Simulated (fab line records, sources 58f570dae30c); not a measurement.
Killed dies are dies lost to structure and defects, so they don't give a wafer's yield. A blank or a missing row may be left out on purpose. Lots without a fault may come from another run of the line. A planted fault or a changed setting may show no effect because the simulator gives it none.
Chamber matching | flow berkeley_cmos170 | UCB170_SPACER_CVD_00 on pecvd-01: 3 sister chambers
The step deposits SiO2 from TEOS/O2, target thk 376 nm, time 47 s. 6 wafers are shown with their chamber, then 8 later ones without.

WAFERS WITH THEIR CHAMBER
wafer  | chamber | heater_power_w (W)
L083.5 | 0       | 347
L090.5 | 1       | 250
L093.4 | 0       | 329
L093.5 | 2       | 294
L093.6 | 1       | 176
L095.1 | 2       | 252

WAFERS WITHOUT THEIR CHAMBER
wafer  | heater_power_w (W)
L095.2 | 251
L095.3 | 317
L095.4 | 322
L095.5 | 268
L095.6 | 267
L096.1 | 325
L096.2 | 322
L096.5 | 211

WHICH CHAMBER EACH WENT THROUGH
wafer  | from the rows above          | in truth
L095.2 | can't be placed: 2 or 1 or 0 | 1
L095.3 | can't be placed: 0 or 2      | 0
L095.4 | can't be placed: 0 or 2      | 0
L095.5 | can't be placed: 2 or 1 or 0 | 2
L095.6 | can't be placed: 2 or 1 or 0 | 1
L096.1 | can't be placed: 0 or 2      | 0
L096.2 | can't be placed: 0 or 2      | 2
L096.5 | can't be placed: 1 or 2      | 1
Placed correctly: 0 of 8. Can't be placed from these rows: 8 (the true chamber is among the candidates in 8). Placed wrongly: 0.
How it was worked out, from the rows above alone: a wafer's distance from a chamber is the root of the sum, over the readings, of the square of ((its reading less the chamber's mean) divided by the reading's scatter). The wafer belongs to the nearest chamber; if the next one is less than 2 further off, it can't be placed. A chamber's mean is the mean of its shown wafers. The scatter: the root of (the sum of the squares of (reading less its chamber's mean) over the shown wafers, divided by (wafers less chambers)).
